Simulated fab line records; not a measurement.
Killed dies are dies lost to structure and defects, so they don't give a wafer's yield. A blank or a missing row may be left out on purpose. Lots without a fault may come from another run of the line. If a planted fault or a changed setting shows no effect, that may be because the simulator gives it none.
Which tool was responsible? + flow berkeley_cmos170 + Sampling: 14 lots, 42 wafers, 5 of 331 route steps

## WHAT EACH GAUGE READ, for each wafer
UCB170_V1_THK_MEAS_01.
| lot  | measured     | on            | V1_TEOS_THK (nm)              |
|------|--------------|---------------|-------------------------------|
| L688 | day 8 14:41  | film_metro-01 | 1971 1983 2044                |
| L689 | day 8 23:14  | film_metro-02 | 1990 1967 2053                |
| L692 | day 9 04:29  | film_metro-02 | 2027 2041 2048                |
| L690 | day 9 05:47  | film_metro-01 | 2017 2024 2036                |
| L693 | day 9 15:10  | film_metro-01 | 2018 2042 2064                |
| L695 | day 9 16:30  | film_metro-01 | 1973 2063 2005                |
| L697 | day 10 04:08 | film_metro-01 | 1998 2042 2048                |
| L698 | day 10 14:16 | film_metro-01 | 1940 2016 2005                |
| L699 | day 10 12:58 | film_metro-02 | 1993 2027 2005                |
| L702 | day 11 05:13 | film_metro-01 | 3953 3997 4069 3953 3997 4068 |
| L701 | day 11 06:29 | film_metro-02 | 1974 1972 2036                |
| L705 | day 12 05:35 | film_metro-02 | 2007 2021 2038                |
| L707 | day 12 06:31 | film_metro-01 | 3969 3992 4016 3972 3991 4013 |
| L711 | day 13 19:28 | film_metro-02 | 1992 1991 2030                |

UCB170_V1_BOW_MEAS_03.
| lot  | measured     | on            | V1_BOW (um) |
|------|--------------|---------------|-------------|
| L688 | day 8 15:03  | film_metro-01 | 19 21 16    |
| L689 | day 8 23:37  | film_metro-01 | 26 15 23    |
| L692 | day 9 04:52  | film_metro-03 | 11 10 19    |
| L690 | day 9 06:09  | film_metro-01 | 30 12 17    |
| L693 | day 9 15:32  | film_metro-02 | 9 17 14     |
| L695 | day 9 16:52  | film_metro-01 | 15 20 19    |
| L697 | day 10 04:35 | film_metro-03 | 15 8 14     |
| L698 | day 10 14:38 | film_metro-03 | 13 19 11    |
| L699 | day 10 13:20 | film_metro-03 | 12 17 13    |
| L701 | day 11 06:51 | film_metro-02 | 15 20 18    |
| L705 | day 12 05:57 | film_metro-03 | 16 19 14    |
| L711 | day 13 19:49 | film_metro-02 | 13 13 13    |

UCB170_V1_CD_MEAS_12: target cd 700 nm.
| lot  | measured     | on        | cd_nm (nm)        |
|------|--------------|-----------|-------------------|
| L688 | day 8 17:39  | cd_sem-02 | 699.2 699.6 699.1 |
| L689 | day 9 02:48  | cd_sem-02 | 700.7 699.9 700.7 |
| L692 | day 9 06:24  | cd_sem-01 | 700.6 700.2 700.6 |
| L690 | day 9 07:21  | cd_sem-01 | 698.2 698.0 697.9 |
| L693 | day 9 17:01  | cd_sem-01 | 699.2 699.3 700.0 |
| L695 | day 9 18:51  | cd_sem-02 | 698.3 698.1 698.6 |
| L697 | day 10 07:11 | cd_sem-02 | 701.4 701.8 701.5 |
| L698 | day 10 16:01 | cd_sem-01 | 697.8 697.4 697.6 |
| L699 | day 10 15:49 | cd_sem-02 | 702.0 701.7 701.9 |
| L701 | day 11 08:56 | cd_sem-02 | 699.0 697.6 697.3 |
| L705 | day 12 10:55 | cd_sem-02 | 696.2 695.6 695.5 |
| L711 | day 13 22:33 | cd_sem-01 | 699.9 699.9 699.7 |

## TOOL THAT RAN EACH LOT (tool first, then ch and the chambers of the sampled wafers, then the start)
| lot  | UCB170_SILICIDE_SPUTTER_01   | UCB170_V1_CVD_00                |
|------|------------------------------|---------------------------------|
| L688 | pvd_sputter-01, day 8 05:28  | pecvd-02 ch 1,2, day 8 14:31    |
| L689 | pvd_sputter-03, day 8 11:26  | pecvd-02 ch 0,1,2, day 8 23:05  |
| L692 | pvd_sputter-03, day 8 19:04  | pecvd-01 ch 0,1,2, day 9 04:19  |
| L690 | pvd_sputter-01, day 8 19:51  | pecvd-04 ch 0,1, day 9 05:38    |
| L693 | pvd_sputter-01, day 9 05:45  | pecvd-01 ch 0,1, day 9 15:01    |
| L695 | pvd_sputter-03, day 9 06:23  | pecvd-02 ch 1,2, day 9 16:21    |
| L697 | pvd_sputter-01, day 9 18:24  | pecvd-02 ch 0,2, day 10 03:53   |
| L698 | pvd_sputter-01, day 10 03:50 | pecvd-02 ch 0,1,2, day 10 14:07 |
| L699 | pvd_sputter-03, day 10 04:26 | pecvd-04 ch 0,1, day 10 12:47   |
| L702 | pvd_sputter-01, day 10 20:23 | pecvd-04 ch 1,2, day 11 04:44   |
| L701 | pvd_sputter-03, day 10 20:40 | pecvd-01 ch 1,2, day 11 06:19   |
| L705 | pvd_sputter-01, day 11 18:29 | pecvd-01 ch 0,1,2, day 12 05:26 |
| L707 | pvd_sputter-01, day 11 19:31 | pecvd-04 ch 0,1,2, day 12 05:26 |
| L711 | pvd_sputter-02, day 13 08:29 | pecvd-01 ch 0,2, day 13 19:18   |
- UCB170_SILICIDE_SPUTTER_01: material Ti, target thk 30 nm, time 25 s.
- UCB170_V1_CVD_00: deposits SiO2 from TEOS/O2, target thk 2000 nm, time 250 s.

## WHAT THE TOOLS THEMSELVES READ (means of the sampled wafers that have a number; where no wafer has one, the mark that the record gives instead)
UCB170_SILICIDE_SPUTTER_01.
| lot  | tool           | throttle_valve_pct (%) |
|------|----------------|------------------------|
| L688 | pvd_sputter-01 | 31.3                   |
| L689 | pvd_sputter-03 | 30.3                   |
| L692 | pvd_sputter-03 | 30.1                   |
| L690 | pvd_sputter-01 | 30.2                   |
| L693 | pvd_sputter-01 | 30.2                   |
| L695 | pvd_sputter-03 | 30.2                   |
| L697 | pvd_sputter-01 | 30.9                   |
| L698 | pvd_sputter-01 | 30.9                   |
| L699 | pvd_sputter-03 | 30.0                   |
| L702 | pvd_sputter-01 | 30.2                   |
| L701 | pvd_sputter-03 | 29.7                   |
| L705 | pvd_sputter-01 | 30.2                   |
| L707 | pvd_sputter-01 | 30.9                   |
| L711 | pvd_sputter-02 | 30.1                   |

UCB170_V1_CVD_00.
| lot  | tool     | heater_power_w (W) |
|------|----------|--------------------|
| L688 | pecvd-02 | 241                |
| L689 | pecvd-02 | 275                |
| L692 | pecvd-01 | 231                |
| L690 | pecvd-04 | 252                |
| L693 | pecvd-01 | 273                |
| L695 | pecvd-02 | 236                |
| L697 | pecvd-02 | 284                |
| L698 | pecvd-02 | 271                |
| L699 | pecvd-04 | 216                |
| L702 | pecvd-04 | 261                |
| L701 | pecvd-01 | 265                |
| L705 | pecvd-01 | 248                |
| L707 | pecvd-04 | 240                |
| L711 | pecvd-01 | 214                |

## THE ANSWER, worked out from the rows above alone
Rule: the usual values come from the lots themselves. The widest of any qualifying gaps counts: lots, ordered by their means at a reading, are off when they make up no more than a third of the lots, leave a main group of 4 or more, and stand apart from it by 3 or more times the standard deviation of that group's means. A main group whose means are all the same, to the digits that the tables above print for the reading, isn't used. Also off: a lot with no number at a reading for which 4 or more lots have one. The other lots that the step has rows for count as sound. The gauges are gone through in route order, then the tools' own readings, and for those a lot's mean is taken as printed above. The first step at which some lot is off is used, and at that step the reading that is off furthest; a lot without a number counts as furthest.
Off: at UCB170_V1_THK_MEAS_01 (V1_TEOS_THK), L702, L707. Mean 2014 nm and standard deviation 17 in the main group.
A tool fits if, at a process step before that reading, it ran every lot that is off, and no sound lot after the first of them. Gauges at UCB170_V1_THK_MEAS_01: tried the same way as those tools. 2 tools fit, pecvd-04 at UCB170_V1_CVD_00 and film_metro-01 at UCB170_V1_THK_MEAS_01, so this cannot tell which one it is.

## WHAT THE SIMULATOR PUT IN
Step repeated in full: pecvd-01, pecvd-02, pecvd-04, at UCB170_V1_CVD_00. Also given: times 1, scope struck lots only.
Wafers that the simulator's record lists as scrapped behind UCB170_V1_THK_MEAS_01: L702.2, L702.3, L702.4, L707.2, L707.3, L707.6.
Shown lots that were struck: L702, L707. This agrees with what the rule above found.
